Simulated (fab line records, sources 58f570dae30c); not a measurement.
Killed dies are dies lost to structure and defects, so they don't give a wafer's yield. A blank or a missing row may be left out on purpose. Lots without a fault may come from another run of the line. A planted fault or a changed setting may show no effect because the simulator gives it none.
A struck lot beside a sound one | flow berkeley_cmos170 | 21 steps out of a route of 331
Sound: wafers L958.1, L958.4, L958.6. Struck: wafers L964.1, L964.3, L964.4. The cause comes at the end.
At each step with rows: each side's tool, then ch and its chambers, then its first start. Under that, the readings that differ: sound wafers | struck wafers | difference of the means | sigmas: that difference in standard deviations of wafers without a fault.
alike: readings whose means differ by less than 2 such deviations, and words and numbers that are the same on both sides. not compared: withheld readings, readings that some wafer has no value for, bounds like >300 that may hide the same value, and numbers for which the record gives no deviation and whose values overlap.
The two part at a step that has a row with sigmas, a row that says differs or no value, or rows on one side only. Numbers that don't overlap but have no deviation are shown without sigmas and don't part them. A reading that every wafer of one side lacks parts them only if that side has two wafers or more.

first, 3 steps without rows for these wafers: UCB170_PSD_EXPOSE_03 (exposes mask PSELECT MOD, target cd 1200 nm); UCB170_PSD_PEB_04; UCB170_PSD_DEVELOP_05 (develop time 45 s).
UCB170_PSD_CD_MEAS_06: target cd 1200 nm.
  sound on cd_sem-02, day 9 02:16; struck on cd_sem-01, day 9 10:41
  alike: cd_nm
UCB170_PSD_OVL_MEAS_07:
  sound on overlay-02, day 9 02:23; struck on overlay-01, day 9 10:49
  alike: PSD_OVL
then, 1 step without rows for these wafers: UCB170_PSD_IMPLANT_08.
UCB170_PSD_STRIP_09: strips in O2.
  sound on plasma_asher-01 ch 0,1, day 9 02:34; struck on plasma_asher-01 ch 0,1, day 9 10:59
  alike: drypump_motor_current_A, oes_product_au, strip_time_to_endpoint_s
  not compared: rf_hours_counter_h
UCB170_PSD_TW_MEAS_10:
  sound on film_metro-03, day 9 02:40; struck on film_metro-01, day 9 11:05
  alike: PSD_TW
then, 4 steps without rows for these wafers: UCB170_PSD_CLEAN_11 (cleans in SPM, time 600 s); UCB170_NSD_HMDS_00 (prime time 60 s); UCB170_NSD_COAT_01 (resist thk 900 nm); UCB170_NSD_SOFTBAKE_02 (time 60 s).
UCB170_NSD_EXPOSE_03: exposes mask NSELECT MOD, target cd 1200 nm.
  sound on krf_scanner-01 ch 0, day 9 03:22; struck on krf_scanner-02 ch 0, day 9 12:24
  reading | sound                                     | struck                                    | difference | sigmas
  mask    | NSELECT_MOD#0 NSELECT_MOD#0 NSELECT_MOD#0 | PSELECT_MOD#0 PSELECT_MOD#0 PSELECT_MOD#0 | differs    |
  alike: reticle_temp_C
then, 2 steps without rows for these wafers: UCB170_NSD_PEB_04; UCB170_NSD_DEVELOP_05 (develop time 45 s).
UCB170_NSD_CD_MEAS_06: target cd 1200 nm.
  sound on cd_sem-01, day 9 03:46; struck on cd_sem-02, day 9 13:13
  reading    | sound                | struck | difference                    | sigmas
  cd_nm (nm) | 1203.5 1202.1 1202.1 | - - -  | no value on the struck wafers |
UCB170_NSD_OVL_MEAS_07:
  sound on overlay-02, day 9 03:53; struck on overlay-01, day 9 13:20
  reading      | sound | struck | difference                    | sigmas
  NSD_OVL (nm) | 2 4 6 | - - -  | no value on the struck wafers |
then, 1 step without rows for these wafers: UCB170_NSD_IMPLANT_08.
UCB170_NSD_STRIP_09: strips in O2.
  sound on plasma_asher-02 ch 0,1, day 9 04:04; struck on plasma_asher-02 ch 0,1, day 9 13:31
  alike: drypump_motor_current_A, oes_product_au, strip_time_to_endpoint_s
  not compared: rf_hours_counter_h
UCB170_NSD_TW_MEAS_10:
  sound on film_metro-03, day 9 04:13; struck on film_metro-02, day 9 13:57
  reading | sound          | struck   | difference | sigmas
  NSD_TW  | 4100 4131 4113 | 30 30 30 | -4085      | -99 or more
  not compared: hold
UCB170_M3_PROBE_99:
  the record has rows for the sound wafers here (prober-02, day 10 02:35) and none for the struck ones

WHERE THEY PART
First at UCB170_NSD_EXPOSE_03; last, within this record, at UCB170_M3_PROBE_99.

WHY: what the simulator had put in
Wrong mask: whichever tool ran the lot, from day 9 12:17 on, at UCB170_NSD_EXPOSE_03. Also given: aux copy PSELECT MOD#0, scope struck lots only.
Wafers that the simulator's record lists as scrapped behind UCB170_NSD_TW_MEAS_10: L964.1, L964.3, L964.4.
